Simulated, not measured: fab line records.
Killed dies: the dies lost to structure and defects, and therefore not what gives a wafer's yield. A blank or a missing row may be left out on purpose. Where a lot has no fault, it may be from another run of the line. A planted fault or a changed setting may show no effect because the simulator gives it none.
What tool caused it? ; flow berkeleyCmos170 ; Sampling: 14 lots, 42 wafers, 6 of 331 route steps

## WHAT THE GAUGES SHOWED, per wafer
UCB170_V1_BOW_MEAS_03. Usual: for V1_BOW the level is 20 um and the standard deviation is 6.9.
lot;measured;on;V1_BOW (um);flag
L145;day 8 01:28;filmMetro-03;32 18 19;
L146;day 8 01:08;filmMetro-01;25 20 28;
L150;day 8 17:56;filmMetro-01;24 13 25;
L149;day 8 17:55;filmMetro-03;18 12 17;
L153;day 9 04:56;filmMetro-01;32 15 25;
L151;day 9 04:39;filmMetro-01;30 11 21;
L156;day 9 16:35;filmMetro-04;17 17 14;
L157;day 9 16:34;filmMetro-01;20 18 22;
L155;day 9 16:51;filmMetro-04;21 22 18;
L159;day 10 15:46;filmMetro-04;26 13 32;
L161;day 10 19:05;filmMetro-04;15 21 12;
L164;day 11 14:09;filmMetro-01;17 18 13;
L165;day 11 14:09;filmMetro-03;27 21 17;
L163;day 11 14:29;filmMetro-03;18 18 29;

UCB170_M2_CD_MEAS_90 targets a cd of 700 nm. Usual: 700 nm for cdNm, sd 4.5.
lot;measured;on;cdNm (nm);flag
L145;day 8 08:19;cdSem-02;692 697 694;
L146;day 8 07:35;cdSem-02;695 699 696;
L150;day 9 01:36;cdSem-02;700 698 697;
L149;day 9 01:13;cdSem-01;705 709 703;
L153;day 9 11:19;cdSem-01;708 708 695;
L151;day 9 11:37;cdSem-02;698 699 699;
L156;day 9 21:15;cdSem-02;698 706 704;
L157;day 9 20:59;cdSem-01;699 696 696;
L155;day 9 21:27;cdSem-01;711 702 701;
L159;day 10 22:16;cdSem-01;695 694 706;
L161;day 11 00:47;cdSem-02;697 707 708;
L164;day 11 18:53;cdSem-01;692 725 723;
L165;day 11 19:08;cdSem-02;697 695 695;
L163;day 11 19:54;cdSem-01;695 724 696;

## TOOL THAT RAN EACH LOT (tool first, then ch and the chambers of the sampled wafers, then the start)
lot;UCB170_M1_STRIP_13;UCB170_M2_STRIP_07;UCB170_M2_METAL_ETCH_18;UCB170_M2_STRIP_19
L145;plasmaAsher-03 ch 0,1, day 7 21:24;plasmaAsher-04 ch 0,1, day 8 05:51;rieMetal-01 ch 0,1, day 8 08:01;plasmaAsher-02 ch 0,1, day 8 08:12
L146;plasmaAsher-04 ch 0,1, day 7 21:32;plasmaAsher-02 ch 0,1, day 8 05:24;rieMetal-04 ch 0,1, day 8 07:17;plasmaAsher-01 ch 0,1, day 8 07:29
L150;plasmaAsher-02 ch 0,1, day 8 11:49;plasmaAsher-02 ch 0,1, day 8 23:33;rieMetal-04 ch 0,1, day 9 01:17;plasmaAsher-01 ch 0,1, day 9 01:29
L149;plasmaAsher-03 ch 0, day 8 12:49;plasmaAsher-04 ch 0, day 8 22:49;rieMetal-03 ch 0, day 9 00:53;plasmaAsher-04 ch 0,1, day 9 01:04
L153;plasmaAsher-03 ch 0,1, day 8 22:31;plasmaAsher-04 ch 0,1, day 9 08:12;rieMetal-03 ch 0,1, day 9 11:01;plasmaAsher-04 ch 0,1, day 9 11:13
L151;plasmaAsher-04 ch 0,1, day 9 00:44;plasmaAsher-01 ch 0,1, day 9 08:12;rieMetal-01 ch 0,1, day 9 11:18;plasmaAsher-01 ch 0,1, day 9 11:29
L156;plasmaAsher-02 ch 0,1, day 9 11:01;plasmaAsher-01 ch 0,1, day 9 19:24;rieMetal-04 ch 0,1, day 9 20:59;plasmaAsher-04 ch 0,1, day 9 21:08
L157;plasmaAsher-02 ch 0,1, day 9 11:32;plasmaAsher-04 ch 0,1, day 9 19:14;rieMetal-01 ch 0,1, day 9 20:41;plasmaAsher-02 ch 0,1, day 9 20:52
L155;plasmaAsher-03 ch 0,1, day 9 12:09;plasmaAsher-02 ch 0,1, day 9 19:42;rieMetal-03 ch 0,1, day 9 21:10;plasmaAsher-01 ch 0,1, day 9 21:21
L159;plasmaAsher-04 ch 0,1, day 10 12:52;plasmaAsher-02 ch 0,1, day 10 20:38;rieMetal-03 ch 0,1, day 10 21:58;plasmaAsher-01 ch 0,1, day 10 22:09
L161;plasmaAsher-02 ch 0,1, day 10 14:44;plasmaAsher-02 ch 0,1, day 10 22:16;rieMetal-03 ch 0,1, day 11 00:28;plasmaAsher-01 ch 0,1, day 11 00:40
L164;plasmaAsher-04 ch 1, day 11 08:04;plasmaAsher-04 ch 0, day 11 16:47;rieMetal-03 ch 0,1, day 11 18:34;plasmaAsher-02 ch 0,1, day 11 18:46
L165;plasmaAsher-02 ch 0,1, day 11 08:08;plasmaAsher-01 ch 0,1, day 11 17:02;rieMetal-01 ch 0,1, day 11 18:51;plasmaAsher-04 ch 0,1, day 11 19:02
L163;plasmaAsher-04 ch 0,1, day 11 09:52;plasmaAsher-01 ch 0,1, day 11 17:33;rieMetal-03 ch 0,1, day 11 19:38;plasmaAsher-04 ch 0,1, day 11 19:48
- UCB170_M1_STRIP_13: strips in O2.
- UCB170_M2_STRIP_07: strips in O2.
- UCB170_M2_METAL_ETCH_18: etches Al in Cl2/BCl3, stops on SiO2, target depth 1170 nm, time 195 s.
- UCB170_M2_STRIP_19: strips in O2.

## WHAT THE TOOLS THEMSELVES READ (means of the sampled wafers that have a number; where no wafer has one, the mark that the record gives instead)
UCB170_M1_STRIP_13. Usual: drypumpMotorCurrentA 5.5 A, standard deviation 0.49; oesProductAu 0.720 a.u., standard deviation 0.0046.
lot;tool;drypumpMotorCurrentA (A);oesProductAu (a.u.);flag
L145;plasmaAsher-03;5.2;0.719;
L146;plasmaAsher-04;5.9;0.720;
L150;plasmaAsher-02;5.5;0.721;
L149;plasmaAsher-03;5.3;0.720;
L153;plasmaAsher-03;5.2;0.723;
L151;plasmaAsher-04;5.9;0.722;
L156;plasmaAsher-02;5.6;0.719;
L157;plasmaAsher-02;5.6;0.715;
L155;plasmaAsher-03;5.2;0.723;
L159;plasmaAsher-04;5.9;0.715;
L161;plasmaAsher-02;5.2;0.717;
L164;plasmaAsher-04;5.8;0.716;
L165;plasmaAsher-02;5.2;0.719;
L163;plasmaAsher-04;6.0;0.721;

UCB170_M2_STRIP_07. Usual: drypumpMotorCurrentA 5.6 A, standard deviation 0.48; oesProductAu 0.734 a.u., standard deviation 0.0043; stripTimeToEndpointS 21.95 s, standard deviation 0.06.
lot;tool;drypumpMotorCurrentA (A);oesProductAu (a.u.);stripTimeToEndpointS (s);flag
L145;plasmaAsher-04;6.0;0.736;21.86;
L146;plasmaAsher-02;5.2;0.732;21.93;
L150;plasmaAsher-02;5.6;0.733;22.02;
L149;plasmaAsher-04;6.1;0.734;21.90;
L153;plasmaAsher-04;5.9;0.734;21.97;
L151;plasmaAsher-01;5.6;0.735;21.96;
L156;plasmaAsher-01;5.6;0.734;21.92;
L157;plasmaAsher-04;5.9;0.735;21.91;
L155;plasmaAsher-02;5.2;0.732;21.91;
L159;plasmaAsher-02;5.1;0.730;21.99;
L161;plasmaAsher-02;5.5;0.738;21.94;
L164;plasmaAsher-04;6.2;0.734;21.95;
L165;plasmaAsher-01;5.8;0.732;22.07;
L163;plasmaAsher-01;5.8;0.733;21.92;

UCB170_M2_METAL_ETCH_18. Usual: drypumpMotorCurrentA 5.6 A, standard deviation 0.42; oesProductAu 0.851 a.u., standard deviation 0.011; rfFwdPowerW 597.9 W, standard deviation 1.7; runLengthS 223.4 s, standard deviation 0.44; throttleValvePct 24.70 %, standard deviation 0.2.
lot;tool;drypumpMotorCurrentA (A);oesProductAu (a.u.);rfFwdPowerW (W);runLengthS (s);throttleValvePct (%);flag
L145;rieMetal-01;5.0;0.844;597.4;223.6;24.67;
L146;rieMetal-04;5.9;0.855;598.1;223.6;24.91;
L150;rieMetal-04;5.8;0.865;598.2;223.7;24.88;
L149;rieMetal-03;5.6;0.850;596.7;222.8;24.73;
L153;rieMetal-03;5.8;0.840;597.7;222.8;24.59;
L151;rieMetal-01;5.0;0.843;598.6;223.4;24.61;
L156;rieMetal-04;5.8;0.860;599.4;223.7;24.90;
L157;rieMetal-01;5.0;0.847;598.9;223.5;24.61;
L155;rieMetal-03;5.9;0.855;596.2;223.5;24.44;
L159;rieMetal-03;5.9;0.852;598.8;223.2;24.44;
L161;rieMetal-03;5.8;0.851;599.2;222.9;24.59;
L164;rieMetal-03;5.8;0.930;599.1;180.2;24.54;OFF
L165;rieMetal-01;5.0;0.851;597.5;223.3;24.67;
L163;rieMetal-03;5.9;0.890;598.7;201.6;24.43;OFF

UCB170_M2_STRIP_19. Usual: drypumpMotorCurrentA 5.7 A, standard deviation 0.42; oesProductAu 0.538 a.u., standard deviation 0.022.
lot;tool;drypumpMotorCurrentA (A);oesProductAu (a.u.);flag
L145;plasmaAsher-02;5.2;0.516;
L146;plasmaAsher-01;5.8;0.537;
L150;plasmaAsher-01;5.8;0.545;
L149;plasmaAsher-04;5.9;0.578;
L153;plasmaAsher-04;5.9;0.569;
L151;plasmaAsher-01;5.6;0.518;
L156;plasmaAsher-04;6.0;0.543;
L157;plasmaAsher-02;5.6;0.511;
L155;plasmaAsher-01;5.6;0.557;
L159;plasmaAsher-01;5.6;0.548;
L161;plasmaAsher-01;5.6;0.562;
L164;plasmaAsher-02;5.2;0.662;OFF
L165;plasmaAsher-04;6.0;0.522;
L163;plasmaAsher-04;6.0;0.604;

## THE ANSWER, worked out from the rows above alone
Rule: a lot is off if the mean of its wafers that have a number lies more than 3 standard deviations from the usual mean. Also off: a lot with no number at a reading for which 4 or more lots have one. Where the step has rows for the other lots, those lots are counted as sound. The gauges are gone through in route order, then the tools' own readings, and for those a lot's mean is taken as printed above. The first step at which some lot is off is used, and at that step the reading that is off furthest; a lot without a number counts as furthest.
Off at UCB170_M2_METAL_ETCH_18 (runLengthS): L164, L163.
A tool fits if, at that step or a process step before it, it ran every lot that is off, and no sound lot after the first of them. Can't be told from this: 2 tools fit, plasmaAsher-04 at UCB170_M1_STRIP_13, rieMetal-03 at UCB170_M2_METAL_ETCH_18.

## WHAT HAD BEEN PUT IN BY THE SIMULATOR
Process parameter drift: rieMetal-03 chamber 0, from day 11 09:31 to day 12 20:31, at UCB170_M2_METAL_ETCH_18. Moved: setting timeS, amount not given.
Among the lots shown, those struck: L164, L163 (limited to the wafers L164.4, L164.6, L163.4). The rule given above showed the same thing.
